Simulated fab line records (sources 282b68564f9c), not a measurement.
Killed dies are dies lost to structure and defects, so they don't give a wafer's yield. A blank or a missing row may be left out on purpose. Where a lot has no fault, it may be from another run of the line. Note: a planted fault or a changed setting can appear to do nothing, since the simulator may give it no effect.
fab line records	flow ritCmos	part 1 of 2: steps 1 to 25 of 26
[record] lots = 5	wafers = 23
route steps=202 shown GATE@89 REOX@98 NLDD@111 SPACER@128 PSD@150 SDANNEAL@153 SILICIDE@162 M1@202
startH: hours from the record's first day to the start of the lot's first wafer shown	waitH: hours elapsed since this lot's preceding step	" the same as in the row above	L1.1+2: a row that stands for several wafers	- either no value or no given start	* or withheld: withheld	< > ~ a bound
route shown NAME@n: a module of which the file shows steps, and the number in the route of the first	usual: average and standard deviation across the fault-free wafers	same: alike in all rows	chamber/n: place in a boat	sites: per-site readings	_std_site: standard deviation across them	_edge_site: the outer-site mean with the inner-site mean subtracted	radiusMm: how far each site lies from the wafer's centre	mask NAME#n: copy n	behind: the last tool/chamber to shape the wafer	hold: cause of the lot's hold/its duration in hours/its outcome	device: which transistor (n, p or np) failed to switch	end of line: at the end of the route, the tests of the same wafers	where a step has no rows: the recipe by itself	killed: dies that structure and defects cost at the first sort, which is not the same as the wafer's yield	map: the dies of a wafer, with x for killed, . for not killed, _ for no die there
set.NAME: the setting as run; set.NAME@STEP: as run at that earlier step	model.NAME: the simulator's own value behind a step, which no gauge read
lots where settings were altered on purpose, with a table for each step and a row for each wafer
[[steps]]
[step RIT_GATE_EXPOSE_13]
[recipe] maskId = M6	na = 0.6	sourceShape = conventional	sigmaOuter = 0.6	targetCdNm = 150	doseMj = 380
lot.wafer	tool	chamber	startH	waitH	mask	set.doseMj
L075.1+3+4	ilineStepper-02	0	43.93	0.1	M6#0	380
L075.2+6	"	0	"	"	M6#0	392.4
L076.1+2	ilineStepper-01	0	51.75	0.2	M6#0	363.4
L076.4+5+6	"	0	"	"	M6#0	380
L081.1+3+4	ilineStepper-01	0	74.21	0.2	M6#0	403.7
L081.2+6	"	0	"	"	M6#0	380
L083.1+3+4+5+6	ilineStepper-01	0	87.40	0.2	M6#0	380
L085.1+2+5	ilineStepper-01	0	97.30	0.2	M6#0	380
[step RIT_GATE_PEB_14]
[recipe] resist = NOVOLAK	tempC = withheld	timeS = withheld
[step RIT_GATE_DEVELOP_15]
[recipe] resist = NOVOLAK	developTimeS = 50	devTempC = 23
[step RIT_GATE_CD_MEAS_16]
[recipe] targetCdNm = 150
[usual] cdNm = 151.5/2.6
lot.wafer	tool	chamber	startH	waitH	set.doseMj@GATE_EXPOSE_13	cdNm
L075.1	cdSem-02	-	44.45	-	380	149.1
L075.2	"	-	"	"	392.4	131.7
L075.3	"	-	"	"	380	150.8
L075.4	"	-	"	"	380	146.5
L075.6	"	-	"	"	392.4	134.7
L076.1	cdSem-01	-	52.15	-	363.4	173.4
L076.2	"	-	"	"	363.4	176.7
L076.4	"	-	"	"	380	152.3
L076.5	"	-	"	"	380	153.6
L076.6	"	-	"	"	380	152.3
L081.1	cdSem-01	-	74.61	-	403.7	117.8
L081.2	"	-	"	"	380	148.3
L081.3	"	-	"	"	403.7	116.3
L081.4	"	-	"	"	403.7	119.5
L081.6	"	-	"	"	380	145.6
L083.1	cdSem-02	-	87.80	-	380	156.6
L083.3	"	-	"	"	380	154.5
L083.4	"	-	"	"	380	155.4
L083.5	"	-	"	"	380	154.8
L083.6	"	-	"	"	380	154.5
L085.1	cdSem-02	-	97.70	-	380	151.8
L085.2	"	-	"	"	380	152.0
L085.5	"	-	"	"	380	153.5
[step RIT_GATE_HARDBAKE_18]
[recipe] resist = NOVOLAK	tempC = 140	timeS = 60
[step RIT_GATE_ETCH_19]
[recipe] chemistry = SF6/CHF3/O2	timeS = 165	SF6_flow_sccm = 30	CHF3_flow_sccm = 30	O2_flow_sccm = 5	target = poly-Si	pressureMtorr = 40	rfW = 160	targetDepthA = 3125	overEtchFrac = 0.25	stopOn = SiO2
[usual] oesProductAu = 0.842/0.012
lot.wafer	tool	chamber	startH	waitH	set.timeS@GATE_CVD_08	set.doseMj@GATE_EXPOSE_13	oesProductAu	model.GATE.featureDepthNm	model.etch.depthNm	model.GATE.cdNm
L075.1	rieSi-01	2	44.75	0.1	2220	380	0.870	254.3	254.3	149.4
L075.2	"	3	"	"	2220	392.4	0.874	253.4	253.4	131.8
L075.3	"	1	"	"	2220	380	0.872	249.9	249.9	151
L075.4	"	0	"	"	2220	380	0.852	252.5	252.5	146.9
L075.6	"	3	"	"	2220	392.4	0.851	253.8	253.8	134.6
L076.1	rieSi-02	3	52.46	0.1	2220	363.4	0.837	251.2	251.2	173.1
L076.2	"	0	"	"	2220	363.4	0.846	252.9	252.9	177.1
L076.4	"	1	"	"	2220	380	0.846	249.9	249.9	152.2
L076.5	"	1	"	"	2220	380	0.858	250.1	250.1	153.5
L076.6	"	2	"	"	2220	380	0.848	251.8	251.8	152.3
L081.1	rieSi-02	0	74.92	0.1	2546	403.7	0.925	282.6	282.6	118
L081.2	"	3	"	"	2546	380	0.914	283.8	283.8	148.9
L081.3	"	1	"	"	2546	403.7	0.935	282.4	282.4	116.2
L081.4	"	1	"	"	2546	403.7	0.933	282.7	282.7	119.7
L081.6	"	0	"	"	2546	380	0.921	283.8	283.8	145.6
L083.1	rieSi-01	1	88.11	0.1	2070	380	0.824	229.7	229.7	156.5
L083.3	"	2	"	"	2070	380	0.801	228.6	228.6	154.6
L083.4	"	3	"	"	2070	380	0.796	227.5	227.5	155.2
L083.5	"	2	"	"	2070	380	0.808	227.7	227.7	154.5
L083.6	"	3	"	"	2070	380	0.799	228.7	228.7	154.5
L085.1	rieSi-01	2	98.01	0.1	2220	380	0.855	249.5	249.5	152
L085.2	"	0	"	"	2220	380	0.836	248.8	248.8	151.9
L085.5	"	3	"	"	2220	380	0.847	247.9	247.9	153.6
[step RIT_GATE_STRIP_20]
[recipe] chemistry = O2	timeS = 180	resist = NOVOLAK	platenTempC = withheld	powerW = 500	pressureMtorr = 4000	o2FlowSccm = 4000
[step RIT_GATE_CD_MEAS_90]
[recipe] targetCdNm = 150
[usual] cdNm = 151.6/2.5
lot.wafer	tool	chamber	startH	waitH	set.doseMj@GATE_EXPOSE_13	cdNm
L075.1	cdSem-02	-	45.03	0.1	380	149.2
L075.2	"	-	"	"	392.4	132.1
L075.3	"	-	"	"	380	151.0
L075.4	"	-	"	"	380	146.7
L075.6	"	-	"	"	392.4	135.0
L076.1	cdSem-02	-	52.74	0.1	363.4	172.6
L076.2	"	-	"	"	363.4	176.6
L076.4	"	-	"	"	380	152.3
L076.5	"	-	"	"	380	153.6
L076.6	"	-	"	"	380	152.0
L081.1	cdSem-02	-	75.20	0.1	403.7	117.8
L081.2	"	-	"	"	380	149.1
L081.3	"	-	"	"	403.7	116.5
L081.4	"	-	"	"	403.7	119.4
L081.6	"	-	"	"	380	145.9
L083.1	cdSem-02	-	88.39	0.1	380	156.7
L083.3	"	-	"	"	380	154.7
L083.4	"	-	"	"	380	154.8
L083.5	"	-	"	"	380	154.9
L083.6	"	-	"	"	380	154.4
L085.1	cdSem-01	-	98.29	0.1	380	152.0
L085.2	"	-	"	"	380	151.7
L085.5	"	-	"	"	380	153.3
[step RIT_REOX_CLEAN_00]
[recipe] chemistry = SC1	mix = 3:3:50	timeS = 600	tempC = 75
lot.wafer	tool	chamber	startH	waitH	set.timeS@GATE_CVD_08	model.poly-Si_of_GATE_CVD_08.thkNm
L075.1	-	-	-	0.1	2220	249.7
L075.2	"	-	"	"	2220	248.7
L075.3	"	-	"	"	2220	245.2
L075.4	"	-	"	"	2220	247.9
L075.6	"	-	"	"	2220	249.1
L076.1	-	-	-	0.1	2220	246.6
L076.2	"	-	"	"	2220	248.3
L076.4	"	-	"	"	2220	245.3
L076.5	"	-	"	"	2220	245.5
L076.6	"	-	"	"	2220	247.1
L081.1	-	-	-	0.1	2546	277.8
L081.2+6	"	-	"	"	2546	279
L081.3	"	-	"	"	2546	277.5
L081.4	"	-	"	"	2546	277.9
L083.1	-	-	-	0.1	2070	225.8
L083.3	"	-	"	"	2070	224.7
L083.4	"	-	"	"	2070	223.5
L083.5	"	-	"	"	2070	223.7
L083.6	"	-	"	"	2070	224.8
L085.1	wetBench-02	2	98.41	0.1	2220	245.2
L085.2	"	2	"	"	2220	244.5
L085.5	"	2	"	"	2220	243.5
[step RIT_NLDD_IMPLANT_08]
[recipe] species = P	energyKev = 20	doseCm2 = 5e+14	tiltDeg = 7
lot.wafer	tool	chamber	startH	waitH	set.doseCm2
L075.1+2+4	implanter-03	0	51.45	0.1	4.772e+14
L075.3+6	"	0	"	"	5e+14
L076.1+4	implanter-01	0	57.43	0.1	5e+14
L076.2+5+6	"	0	"	"	4.7e+14
L081.1+4	implanter-02	0	80.97	0.1	5e+14
L081.2+3+6	"	0	"	"	4.658e+14
L083.1+4	implanter-02	0	93.35	0.1	5.244e+14
L083.3+5+6	"	0	"	"	5e+14
L085.1+2+5	implanter-01	0	103.16	0.1	5e+14
[step RIT_NLDD_STRIP_09]
[recipe] chemistry = O2	timeS = 180	resist = NOVOLAK	platenTempC = withheld	powerW = 500	pressureMtorr = 4000	o2FlowSccm = 4000
[step RIT_NLDD_TW_MEAS_10]
[usual] NLDD_TW = 2500/17
lot.wafer	tool	chamber	startH	waitH	set.doseCm2@NLDD_IMPLANT_08	NLDD_TW
L075.1	filmMetro-01	-	51.77	0.1	4.772e+14	2451
L075.2	"	-	"	"	4.772e+14	2457
L075.3	"	-	"	"	5e+14	2486
L075.4	"	-	"	"	4.772e+14	2444
L075.6	"	-	"	"	5e+14	2474
L076.1	filmMetro-02	-	57.75	0.1	5e+14	2498
L076.2	"	-	"	"	4.7e+14	2485
L076.4	"	-	"	"	5e+14	2508
L076.5	"	-	"	"	4.7e+14	2478
L076.6	"	-	"	"	4.7e+14	2455
L081.1	filmMetro-02	-	81.30	0.1	5e+14	2504
L081.2	"	-	"	"	4.658e+14	2487
L081.3	"	-	"	"	4.658e+14	2461
L081.4	"	-	"	"	5e+14	2520
L081.6	"	-	"	"	4.658e+14	2461
L083.1	filmMetro-04	-	93.68	0.1	5.244e+14	2509
L083.3	"	-	"	"	5e+14	2500
L083.4	"	-	"	"	5.244e+14	2516
L083.5	"	-	"	"	5e+14	2493
L083.6	"	-	"	"	5e+14	2495
L085.1	filmMetro-01	-	103.48	0.1	5e+14	2507
L085.2	"	-	"	"	5e+14	2501
L085.5	"	-	"	"	5e+14	2493
[step RIT_SPACER_CVD_03]
[recipe] material = Si3N4	targetThkNm = 250	tempC = 810	precursor = SiH2Cl2/NH3	timeS = 3300	pressureMtorr = 300	sih2cl2FlowSccm = 60	nh3FlowSccm = 150
lot.wafer	tool	chamber	startH	waitH	set.timeS	model.Si3N4_of_SPACER_CVD_03.thkNm
L075.1	-	-	-	0.0	3443	259.3
L075.2	"	-	"	"	3443	258.4
L075.3	"	-	"	"	3443	261.3
L075.4	"	-	"	"	3443	260.6
L075.6	"	-	"	"	3443	259.9
L076.1	-	-	-	0.0	3785	289.2
L076.2	"	-	"	"	3785	286.7
L076.4	"	-	"	"	3785	286.6
L076.5	"	-	"	"	3785	284.4
L076.6	"	-	"	"	3785	286.1
L081.1	-	-	-	0.0	3434	260
L081.2	"	-	"	"	3434	259.5
L081.3	"	-	"	"	3434	259.3
L081.4	"	-	"	"	3434	259.7
L081.6	"	-	"	"	3434	260.9
L083.1	-	-	-	0.0	3070	230
L083.3	"	-	"	"	3070	232.3
L083.4	"	-	"	"	3070	230.9
L083.5	"	-	"	"	3070	232.4
L083.6	"	-	"	"	3070	229.7
L085.1	lpcvd-02	0	105.54	0.0	3300	248.2
L085.2	"	0	"	"	3300	247.6
L085.5	"	0	"	"	3300	248.7
[step RIT_SPACER_THK_MEAS_04]
[recipe] reads = Si3N4_of_SPACER_CVD_03
[usual] SPACER_NITRIDE_THK = 249.1/2.3
lot.wafer	tool	chamber	startH	waitH	set.timeS@SPACER_CVD_03	SPACER_NITRIDE_THK[nm]
L075.1	filmMetro-03	-	-	-	3443	259.2
L075.2	"	-	"	"	3443	258.6
L075.3	"	-	"	"	3443	261.2
L075.4	"	-	"	"	3443	260.7
L075.6	"	-	"	"	3443	260.0
L076.1	filmMetro-04	-	-	-	3785	289.3
L076.2	"	-	"	"	3785	286.8
L076.4	"	-	"	"	3785	286.3
L076.5	"	-	"	"	3785	284.3
L076.6	"	-	"	"	3785	286.2
L081.1	filmMetro-02	-	-	-	3434	260.1
L081.2	"	-	"	"	3434	259.5
L081.3	"	-	"	"	3434	259.3
L081.4	"	-	"	"	3434	259.6
L081.6	"	-	"	"	3434	260.9
L083.1	filmMetro-03	-	-	-	3070	230.0
L083.3	"	-	"	"	3070	232.3
L083.4	"	-	"	"	3070	230.9
L083.5	"	-	"	"	3070	232.4
L083.6	"	-	"	"	3070	229.8
L085.1	filmMetro-04	-	107.46	0.0	3300	248.3
L085.2	"	-	"	"	3300	247.5
L085.5	"	-	"	"	3300	248.7
[step RIT_SPACER_ETCHBACK_05]
[recipe] targetDepthA = 2500	SF6_flow_sccm = 30	CHF3_flow_sccm = 30	target = Si3N4	chemistry = SF6/CHF3	pressureMtorr = 40	rfW = 250	timeS = 240	stopOn = SiO2
[usual] oesProductAu = 0.847/0.012
lot.wafer	tool	chamber	startH	waitH	set.timeS@SPACER_CVD_03	oesProductAu	model.etch.depthNm	model.Si3N4_of_SPACER_CVD_03.thkNm
L075.1	rieDiel-03	1	55.77	0.1	3443	0.856	259.3	202.5
L075.2	"	3	"	"	3443	0.874	258.4	203.1
L075.3	"	0	"	"	3443	0.872	261.3	205.3
L075.4	"	2	"	"	3443	0.872	260.6	205.4
L075.6	"	3	"	"	3443	0.885	259.9	204.2
L076.1	rieDiel-03	0	61.88	0.1	3785	0.950	289.2	227.2
L076.2	"	2	"	"	3785	0.941	286.7	225.8
L076.4	"	3	"	"	3785	0.944	286.6	224.8
L076.5	"	3	"	"	3785	0.944	284.4	223.5
L076.6	"	0	"	"	3785	0.937	286.1	224.5
L081.1	rieDiel-04	2	85.21	0.1	3434	0.886	260	203.3
L081.2	"	0	"	"	3434	0.856	259.5	204.2
L081.3	"	1	"	"	3434	0.886	259.3	203.3
L081.4	"	3	"	"	3434	0.869	259.7	204.1
L081.6	"	1	"	"	3434	0.900	260.9	204.6
L083.1	rieDiel-01	2	97.63	0.1	3070	0.812	230	181.2
L083.3	"	3	"	"	3070	0.799	232.3	181.3
L083.4	"	1	"	"	3070	0.803	230.9	180.7
L083.5	"	0	"	"	3070	0.796	232.4	181.2
L083.6	"	1	"	"	3070	0.798	229.7	179.6
L085.1	rieDiel-03	2	107.52	0.1	3300	0.850	248.2	196.5
L085.2	"	1	"	"	3300	0.817	247.6	194.4
L085.5	"	3	"	"	3300	0.843	248.7	196.1
[step RIT_PSD_IMPLANT_08]
[recipe] species = BF2	energyKev = 27	doseCm2 = 5e+15	tiltDeg = 7
lot.wafer	tool	chamber	startH	waitH	set.energyKev	model.implant.rpNm	model.implant.drpNm
L075.1+2+3	implanter-04	0	58.57	0.1	27	21.96	12.05
L075.4+6	"	0	"	"	28.02	22.63	12.36
L076.1+4+5	implanter-01	0	64.64	0.1	26.56	22.05	11.91
L076.2+6	"	0	"	"	27	22.34	12.05
L081.1+6	implanter-04	0	87.82	0.1	27	21.66	12.05
L081.2+3+4	"	0	"	"	25.85	20.91	11.68
L083.1+3	implanter-01	0	100.48	0.1	25.78	20.32	11.66
L083.4+5+6	"	0	"	"	27	21.09	12.05
L085.1+2+5	implanter-03	0	110.13	0.1	27	22.22	12.05
[step RIT_SDANNEAL_CLEAN_00]
[recipe] chemistry = SC1	mix = 3:3:50	timeS = 600	tempC = 75
lot.wafer	tool	chamber	startH	waitH	set.timeS	model.poly-Si_of_GATE_CVD_08.thkNm
L075.1	-	-	-	0.1	600	166.4
L075.2+4	"	-	"	"	600	166.9
L075.3	"	-	"	"	600	163.4
L075.6	"	-	"	"	600	167.3
L076.1	-	-	-	0.1	600	164.6
L076.2	"	-	"	"	600	167
L076.4	"	-	"	"	600	162.9
L076.5	"	-	"	"	600	163.7
L076.6	"	-	"	"	600	164.9
L081.1	-	-	-	0.1	671.6	194.4
L081.2	"	-	"	"	671.6	197
L081.3	"	-	"	"	671.6	194.8
L081.4	"	-	"	"	671.6	195.7
L081.6	"	-	"	"	671.6	196.2
L083.1	-	-	-	0.1	527.9	144.9
L083.3	"	-	"	"	527.9	141.6
L083.4	"	-	"	"	527.9	141
L083.5	"	-	"	"	527.9	140.4
L083.6	"	-	"	"	527.9	142.3
L085.1	wetBench-01	3	110.51	0.1	600	165.1
L085.2+5	"	3	"	"	600	162.5
[step RIT_SDANNEAL_CLEAN_01]
[recipe] chemistry = dHF	dilution = 50:1	timeS = 30
[step RIT_SDANNEAL_CLEAN_02]
[recipe] chemistry = SC2	mix = 3:3:50	timeS = 600	tempC = 75	dry = n2Spin
[step RIT_SDANNEAL_RTA_03]
[recipe] tempC = 1050	timeS = 5	idleTempC = 600	rampUpCPerS = 342	rampDownCPerS = 171	coolToC = 600	ambient = N2
[step RIT_SDANNEAL_RS_MEAS_04]
[recipe] thkMeasGauge = four-point-probe
[usual] PSD_RS = 115.88/0.3
lot.wafer	tool	chamber	startH	waitH	set.energyKev@PSD_IMPLANT_08	PSD_RS[ohm/sq]
L075.1	filmMetro-04	-	59.38	0.0	27	116.15
L075.2	"	-	"	"	27	116.49
L075.3	"	-	"	"	27	116.12
L075.4	"	-	"	"	28.02	114.13
L075.6	"	-	"	"	28.02	113.91
L076.1	filmMetro-02	-	65.47	0.0	26.56	116.70
L076.2	"	-	"	"	27	115.32
L076.4	"	-	"	"	26.56	116.74
L076.5	"	-	"	"	26.56	116.81
L076.6	"	-	"	"	27	115.45
L081.1	filmMetro-01	-	88.65	0.0	27	115.84
L081.2	"	-	"	"	25.85	118.41
L081.3	"	-	"	"	25.85	118.35
L081.4	"	-	"	"	25.85	118.40
L081.6	"	-	"	"	27	115.66
L083.1	filmMetro-04	-	101.29	0.0	25.78	118.68
L083.3	"	-	"	"	25.78	118.29
L083.4	"	-	"	"	27	115.78
L083.5	"	-	"	"	27	115.95
L083.6	"	-	"	"	27	116.06
L085.1	filmMetro-02	-	110.94	0.0	27	115.50
L085.2	"	-	"	"	27	116.00
L085.5	"	-	"	"	27	116.21
[step RIT_SDANNEAL_RS_MEAS_07]
[recipe] thkMeasGauge = four-point-probe
[usual] NLDD_RS = 151.6/0.51
lot.wafer	tool	chamber	startH	waitH	set.doseCm2@NLDD_IMPLANT_08	NLDD_RS[ohm/sq]
L075.1	filmMetro-04	-	59.74	0.1	4.772e+14	157.4
L075.2	"	-	"	"	4.772e+14	156.9
L075.3	"	-	"	"	5e+14	151.4
L075.4	"	-	"	"	4.772e+14	157.4
L075.6	"	-	"	"	5e+14	150.8
L076.1	filmMetro-02	-	65.83	0.1	5e+14	151.6
L076.2	"	-	"	"	4.7e+14	158.6
L076.4	"	-	"	"	5e+14	151.5
L076.5	"	-	"	"	4.7e+14	159.1
L076.6	"	-	"	"	4.7e+14	158.9
L081.1	filmMetro-01	-	89.01	0.1	5e+14	152.4
L081.2	"	-	"	"	4.658e+14	160.3
L081.3	"	-	"	"	4.658e+14	161.0
L081.4	"	-	"	"	5e+14	151.6
L081.6	"	-	"	"	4.658e+14	161.0
L083.1	filmMetro-04	-	101.65	0.1	5.244e+14	146.7
L083.3	"	-	"	"	5e+14	152.2
L083.4	"	-	"	"	5.244e+14	146.5
L083.5	"	-	"	"	5e+14	152.5
L083.6	"	-	"	"	5e+14	152.9
L085.1	filmMetro-02	-	111.30	0.1	5e+14	151.8
L085.2	"	-	"	"	5e+14	151.5
L085.5	"	-	"	"	5e+14	151.6
[step RIT_SILICIDE_SPUTTER_01]
[recipe] material = Ti	targetThkNm = 30	powerW = 350	chamberPressurePa = 0.667	gas = Ar	timeS = 240	substrateTempC = 25
lot.wafer	tool	chamber	startH	waitH	set.timeS	model.Ti_of_SILICIDE_SPUTTER_01.thkNm
L075.1	pvdSputter-04	-	59.87	0.0	240	30.63
L075.2	"	-	"	"	214.9	27.31
L075.3	"	-	"	"	240	30.26
L075.4	"	-	"	"	240	30.23
L075.6	"	-	"	"	214.9	27.21
L076.1	pvdSputter-03	-	65.96	0.0	240	30.22
L076.2	"	-	"	"	240	30.42
L076.4	"	-	"	"	211.3	27.19
L076.5	"	-	"	"	240	30.24
L076.6	"	-	"	"	211.3	26.98
L081.1	pvdSputter-01	-	89.14	0.0	205.8	25.93
L081.2	"	-	"	"	240	30.23
L081.3	"	-	"	"	205.8	26.35
L081.4	"	-	"	"	205.8	26.09
L081.6	"	-	"	"	240	30.45
L083.1	pvdSputter-04	-	101.78	0.0	240	30.75
L083.3	"	-	"	"	274.1	34.77
L083.4	"	-	"	"	274.1	34.35
L083.5	"	-	"	"	240	30.69
L083.6	"	-	"	"	240	30.54
L085.1	pvdSputter-04	-	111.43	0.0	240	30.05
L085.2	"	-	"	"	240	30.1
L085.5	"	-	"	"	240	30.29
[step RIT_SILICIDE_RS_MEAS_02]
[recipe] thkMeasGauge = four-point-probe	reads = Ti_of_SILICIDE_SPUTTER_01
[usual] SILICIDE_TI_RS = 47.5/0.65
lot.wafer	tool	chamber	startH	waitH	set.timeS@SILICIDE_SPUTTER_01	SILICIDE_TI_RS[ohm/sq]
L075.1	filmMetro-03	-	60.02	0.1	240	46.6
L075.2	"	-	"	"	214.9	53.9
L075.3	"	-	"	"	240	47.3
L075.4	"	-	"	"	240	47.4
L075.6	"	-	"	"	214.9	54.1
L076.1	filmMetro-03	-	66.11	0.1	240	47.5
L076.2	"	-	"	"	240	47.0
L076.4	"	-	"	"	211.3	54.2
L076.5	"	-	"	"	240	47.5
L076.6	"	-	"	"	211.3	54.6
L081.1	filmMetro-04	-	89.29	0.1	205.8	57.6
L081.2	"	-	"	"	240	47.4
L081.3	"	-	"	"	205.8	56.4
L081.4	"	-	"	"	205.8	57.1
L081.6	"	-	"	"	240	47.0
L083.1	filmMetro-01	-	101.93	0.1	240	46.4
L083.3	"	-	"	"	274.1	39.8
L083.4	"	-	"	"	274.1	40.4
L083.5	"	-	"	"	240	46.5
L083.6	"	-	"	"	240	46.8
L085.1	filmMetro-04	-	111.58	0.1	240	47.8
L085.2	"	-	"	"	240	47.7
L085.5	"	-	"	"	240	47.3
[step RIT_SILICIDE_THK_MEAS_03]
[recipe] thkMeasGauge = xrf	reads = Ti_of_SILICIDE_SPUTTER_01
[usual] SILICIDE_TI_THK = 30.2/0.42
lot.wafer	tool	chamber	startH	waitH	set.timeS@SILICIDE_SPUTTER_01	SILICIDE_TI_THK[nm]
L075.1	filmMetro-03	-	60.14	0.1	240	30.9
L075.2	"	-	"	"	214.9	27.5
L075.3	"	-	"	"	240	30.5
L075.4	"	-	"	"	240	30.5
L075.6	"	-	"	"	214.9	27.4
L076.1	filmMetro-03	-	66.23	0.1	240	30.4
L076.2	"	-	"	"	240	30.5
L076.4	"	-	"	"	211.3	27.5
L076.5	"	-	"	"	240	30.4
L076.6	"	-	"	"	211.3	27.2
L081.1	filmMetro-04	-	89.41	0.1	205.8	25.6
L081.2	"	-	"	"	240	30.0
L081.3	"	-	"	"	205.8	26.2
L081.4	"	-	"	"	205.8	25.8
L081.6	"	-	"	"	240	30.2
L083.1	filmMetro-01	-	102.05	0.1	240	31.0
L083.3	"	-	"	"	274.1	34.9
L083.4	"	-	"	"	274.1	34.6
L083.5	"	-	"	"	240	30.9
L083.6	"	-	"	"	240	30.8
L085.1	filmMetro-04	-	111.70	0.1	240	29.6
L085.2	"	-	"	"	240	29.8
L085.5	"	-	"	"	240	30.0
[[key]]
[split] step = RIT_GATE_EXPOSE_13	setting = doseMj	stated = 380	by = wafer
[response] step = RIT_GATE_CD_MEAS_16	reading = cdNm	change = -4.8	per = 1%	r = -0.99
[response] step = RIT_GATE_ETCH_19	reading = model.GATE.cdNm	change = -4.85	per = 1%	r = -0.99
[response] step = RIT_GATE_CD_MEAS_90	reading = cdNm	change = -4.82	per = 1%	r = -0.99
[response] step = RIT_M1_PROBE_99	reading = model.etest.pmos_0p15.rOnOhmUm	change = -112	per = 1%	r = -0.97
[response] step = RIT_M1_PROBE_99	reading = model.etest.pmosTurned.rOnOhmUm	change = -115	per = 1%	r = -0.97
[response] step = RIT_M1_PROBE_99	reading = model.etest.pmos_0p3.rOnOhmUm	change = -58.5	per = 1%	r = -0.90
[response] step = RIT_M1_PROBE_99	reading = model.etest.nmos_0p15.rOnOhmUm	change = -40.3	per = 1%	r = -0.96
[response] step = RIT_M1_PROBE_99	reading = model.etest.nmos_0p15.driveUaUm	change = +27.8	per = 1%	r = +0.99
[split] step = RIT_NLDD_IMPLANT_08	setting = doseCm2	stated = 5e+14	by = wafer
[response] step = RIT_NLDD_TW_MEAS_10	reading = NLDD_TW	change = +5.4	per = 1%	r = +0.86
[response] step = RIT_SDANNEAL_RS_MEAS_07	reading = NLDD_RS	change = -1.26	per = 1%	r = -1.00
[split] step = RIT_SPACER_CVD_03	setting = timeS	stated = 3300	by = lot
[response] step = RIT_SPACER_CVD_03	reading = model.Si3N4_of_SPACER_CVD_03.thkNm	change = +2.57	per = 1%	r = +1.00
[response] step = RIT_SPACER_THK_MEAS_04	reading = SPACER_NITRIDE_THK	change = +2.57	per = 1%	r = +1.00
[response] step = RIT_SPACER_ETCHBACK_05	reading = oesProductAu	change = +0.00663	per = 1%	r = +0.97
[response] step = RIT_SPACER_ETCHBACK_05	reading = model.etch.depthNm	change = +2.57	per = 1%	r = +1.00
[response] step = RIT_SPACER_ETCHBACK_05	reading = model.Si3N4_of_SPACER_CVD_03.thkNm	change = +2.04	per = 1%	r = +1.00
[split] step = RIT_PSD_IMPLANT_08	setting = energyKev	stated = 27	by = wafer
[response] step = RIT_PSD_IMPLANT_08	reading = model.implant.rpNm	change = +0.173	per = 1%	r = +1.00
[response] step = RIT_PSD_IMPLANT_08	reading = model.implant.drpNm	change = +0.0851	per = 1%	r = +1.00
[response] step = RIT_SDANNEAL_RS_MEAS_04	reading = PSD_RS	change = -0.603	per = 1%	r = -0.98
[split] step = RIT_SDANNEAL_CLEAN_00	setting = timeS	stated = 600	by = lot
[response] step = RIT_SDANNEAL_CLEAN_00	reading = model.poly-Si_of_GATE_CVD_08.thkNm	change = +2.24	per = 1%	r = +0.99
[split] step = RIT_SILICIDE_SPUTTER_01	setting = timeS	stated = 240	by = wafer
[response] step = RIT_SILICIDE_SPUTTER_01	reading = model.Ti_of_SILICIDE_SPUTTER_01.thkNm	change = +0.284	per = 1%	r = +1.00
[response] step = RIT_SILICIDE_RS_MEAS_02	reading = SILICIDE_TI_RS	change = -0.59	per = 1%	r = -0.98
[response] step = RIT_SILICIDE_THK_MEAS_03	reading = SILICIDE_TI_THK	change = +0.281	per = 1%	r = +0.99
split outsideThisFile step=RIT_GATE_CVD_08 setting=timeS
// split outsideThisFile: this setting was split too, and the file shows its column; the key of that split is in another file
